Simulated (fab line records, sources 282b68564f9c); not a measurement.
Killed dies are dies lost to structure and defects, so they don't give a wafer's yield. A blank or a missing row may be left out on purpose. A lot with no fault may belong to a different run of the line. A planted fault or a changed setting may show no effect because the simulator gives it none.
A single fault, viewed from 2 desks + flow rit-cmos + every desk sees just its own numbers, and what lay behind them comes last

== DESK OF THE TOOL OWNER: litho-track-01 ==
The tool's own readings at RIT_GATE_DEVELOP_15 (develop time 50.85 s): means of the sampled wafers that have a number, for each lot that ran on this tool. Marked OUT: a lot whose mean sits more than 4 standard deviations from the usual mean, which makes it out of limits; the brackets give that distance.
Columns: A = chill-plate-temp-C at RIT_GATE_DEVELOP_15, usual 23.01 C; B = developer-temp-C at RIT_GATE_DEVELOP_15, usual 23.00 C; C = exhaust-pa at RIT_GATE_DEVELOP_15, usual 45.3 Pa
| lot  | first seen here | A     | B               | C    |
|------|-----------------|-------|-----------------|------|
| L281 | day 3 04:00     | 22.93 | 23.08           | 46.2 |
| L285 | day 3 23:00     | 22.87 | 23.02           | 45.7 |
| L287 | day 4 10:00     | 22.95 | 22.96           | 45.1 |
| L289 | day 4 21:00     | 23.07 | 22.95           | 45.3 |
| L292 | day 5 12:00     | 23.04 | 20.68 (-21) OUT | 46.0 |
| L293 | day 5 15:00     | 23.03 | 20.76 (-20) OUT | 44.6 |
This desk's verdict: out of limits on L292, L293, starting with L292 at day 5 12:00 (developer-temp-C at RIT_GATE_DEVELOP_15). L281, L285, L287, L289 stayed within limits.

== FROM THE METROLOGY DESK ==
Means of the sampled wafers that have a number, per lot and without regard to the tool the lot ran on: this is what the gauges read. Marked OUT: a lot whose mean sits more than 4 standard deviations from the usual mean, which makes it out of limits; the brackets give that distance.
Columns: A = cd-nm at RIT_GATE_CD_MEAS_16, usual 149.7 nm
| lot  | first seen here | A                |
|------|-----------------|------------------|
| L280 | day 3 00:29     | 152.5            |
| L281 | day 3 04:47     | 153.1            |
| L282 | day 3 08:50     | 149.1            |
| L283 | day 3 13:05     | 144.5            |
| L284 | day 3 17:54     | 151.3            |
| L285 | day 3 23:32     | 146.7            |
| L286 | day 4 05:24     | 146.6            |
| L287 | day 4 10:09     | 146.6            |
| L288 | day 4 13:57     | 147.8            |
| L289 | day 4 21:17     | 150.8            |
| L292 | day 5 13:06     | 135.4 (-6.5) OUT |
| L293 | day 5 15:54     | 137.9 (-5.3) OUT |
| L295 | day 6 02:39     | 149.9            |
| L301 | day 7 08:13     | 151.6            |
This desk's verdict: out of limits on L292, L293, starting with L292 at day 5 13:06 (cd-nm at RIT_GATE_CD_MEAS_16). L280, L281, L282, L283, L284, L285, L286, L287, L288, L289, L295, L301 stayed within limits.

== PUT TOGETHER ==
The tool owner's desk had the chance to raise an alarm at day 5 12:00 on L292, L293.
An alarm was possible from the metrology desk at day 5 13:06, on L292, L293.
Every lot named ran RIT_GATE_DEVELOP_15 on litho-track-01.

== WHAT WAS PUT IN BY THE SIMULATOR ==
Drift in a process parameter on litho-track-01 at RIT_GATE_DEVELOP_15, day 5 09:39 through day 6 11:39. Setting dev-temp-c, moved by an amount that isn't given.
Shown lots that were struck: L292, L293.
Delay (hours) between the fault's onset and each desk's first out-of-limits reading: 2 at the tool owner's desk, 3 at the metrology desk.
